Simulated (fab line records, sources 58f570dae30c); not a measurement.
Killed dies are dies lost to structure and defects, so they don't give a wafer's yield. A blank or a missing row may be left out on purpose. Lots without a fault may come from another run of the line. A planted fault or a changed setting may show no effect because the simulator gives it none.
Split-lot experiment | flow berkeley_cmos170 | 5 lots, 23 wafers read, on a route of 331 steps

THE SPLIT
At UCB170_ACTIVE_EXPOSE_10 (exposes mask ACTIVE, target cd 1200 nm), the setting dose_mj was moved away from the recipe's 20 on 7 of the 23 wafers read, by -7.1% to +4.1%. The other wafers ran this setting at the recipe's value.

FROM THE SPLIT TO THE READING: what the file shows between them, 5 steps
- UCB170_ACTIVE_PEB_11
- UCB170_ACTIVE_DEVELOP_12: develop time 45 s
- UCB170_ACTIVE_CD_MEAS_13: target cd 1200 nm
- UCB170_ACTIVE_ETCH_15: etches Si3N4 in CH3F/Ar/O2, stops on SiO2, target depth 242 nm, time 151 s
- UCB170_ACTIVE_STRIP_16: strips in O2

THE READING
cd_nm, in nm, at UCB170_ACTIVE_CD_MEAS_90 (target cd 1200 nm). Fault-free wafers of this fab line usually give 1200.4 nm, standard deviation 1.3 nm.

wafer  | tool, chamber at the split | dose_mj as run | against the recipe | cd_nm, nm | against lot-mates on the recipe
L075.1 | krf_scanner-02, 0          | 20             | recipe             | 1201.4    | -
L075.3 | krf_scanner-02, 0          | 20             | recipe             | 1201.2    | -
L075.6 | krf_scanner-02, 0          | 20             | recipe             | 1201.2    | -
L077.1 | krf_scanner-01, 0          | 18.59          | -7.1%              | 1214.1    | +14.3
L077.2 | krf_scanner-01, 0          | 20             | recipe             | 1200.6    | -
L077.4 | krf_scanner-01, 0          | 18.59          | -7.1%              | 1213.7    | +13.9
L077.5 | krf_scanner-01, 0          | 20             | recipe             | 1199.0    | -
L077.6 | krf_scanner-01, 0          | 18.59          | -7.1%              | 1212.9    | +13.1
L080.1 | krf_scanner-01, 0          | 20.82          | +4.1%              | 1193.5    | -7.9
L080.3 | krf_scanner-01, 0          | 20.82          | +4.1%              | 1193.6    | -7.8
L080.4 | krf_scanner-01, 0          | 20             | recipe             | 1200.2    | -
L080.5 | krf_scanner-01, 0          | 20             | recipe             | 1202.6    | -
L080.6 | krf_scanner-01, 0          | 20             | recipe             | 1201.5    | -
L082.1 | krf_scanner-02, 0          | 20             | recipe             | 1198.4    | -
L082.2 | krf_scanner-02, 0          | 20             | recipe             | 1199.9    | -
L082.3 | krf_scanner-02, 0          | 19             | -5.0%              | 1208.2    | +8.7
L082.5 | krf_scanner-02, 0          | 20             | recipe             | 1200.1    | -
L082.6 | krf_scanner-02, 0          | 19             | -5.0%              | 1208.0    | +8.5
L084.1 | krf_scanner-02, 0          | 20             | recipe             | 1200.4    | -
L084.2 | krf_scanner-02, 0          | 20             | recipe             | 1202.2    | -
L084.4 | krf_scanner-02, 0          | 20             | recipe             | 1202.0    | -
L084.5 | krf_scanner-02, 0          | 20             | recipe             | 1201.6    | -
L084.6 | krf_scanner-02, 0          | 20             | recipe             | 1202.5    | -

THE FIT
A straight line over all 23 wafers: cd_nm changes by -1.73 nm for each +1% of dose_mj; r = -0.98; the points scatter about the line by 1.1 nm.
The same after taking each lot's own level away (the mean of its wafers on the recipe; 23 wafers): -1.9 nm for each +1%; r = -0.99; scatter 0.73 nm.
On that fit, the largest move of dose_mj shifts the reading by 13 nm.
The lots' own levels span 1199.47 to 1201.74 nm, that is 1.7 times the standard deviation above.
So the lot-to-lot level changes the slope little: the two slopes agree.
Check: with one of the wafers moved furthest among these (-7.1%) left out of the fit, the line predicts +13.1 nm for it against its lot-mates. It came out at +14.3 nm against them.

OTHER SPLITS ON THESE WAFERS
These wafers also went through other splits before the reading. Each is held against what the fit with the lots' levels taken away leaves over:
other split on the same wafers         | wafers away from the commonest value | r with cd_nm (lot level and that fit taken away)
UCB170_START_OXIDATION_02 temp_c       | 15                                   | +0.04
UCB170_PWELL_OXIDATION_02 ox_time_s    | 10                                   | +0.12
UCB170_PWELL_STRIP_16 overash_fraction | 5                                    | +0.12

THE WHOLE CHAIN: every reading that the file lists as answering this split, in the file's order
step                     | what it does                                                               | reading                                                       | change (the file's fit)              | r (the file's)
UCB170_ACTIVE_CD_MEAS_13 | target cd 1200 nm                                                          | cd_nm                                                         | -1.89 nm for each +1% of the setting | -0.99
UCB170_ACTIVE_ETCH_15    | etches Si3N4 in CH3F/Ar/O2, stops on SiO2, target depth 242 nm, time 151 s | ACTIVE.cd_nm (the simulator's own value, which no gauge read) | -1.9 nm for each +1% of the setting  | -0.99
UCB170_ACTIVE_CD_MEAS_90 | target cd 1200 nm                                                          | cd_nm                                                         | -1.88 nm for each +1% of the setting | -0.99

THE FILE'S OWN FIT
cd_nm changes by -1.88 nm for each +1% of dose_mj, r = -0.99.
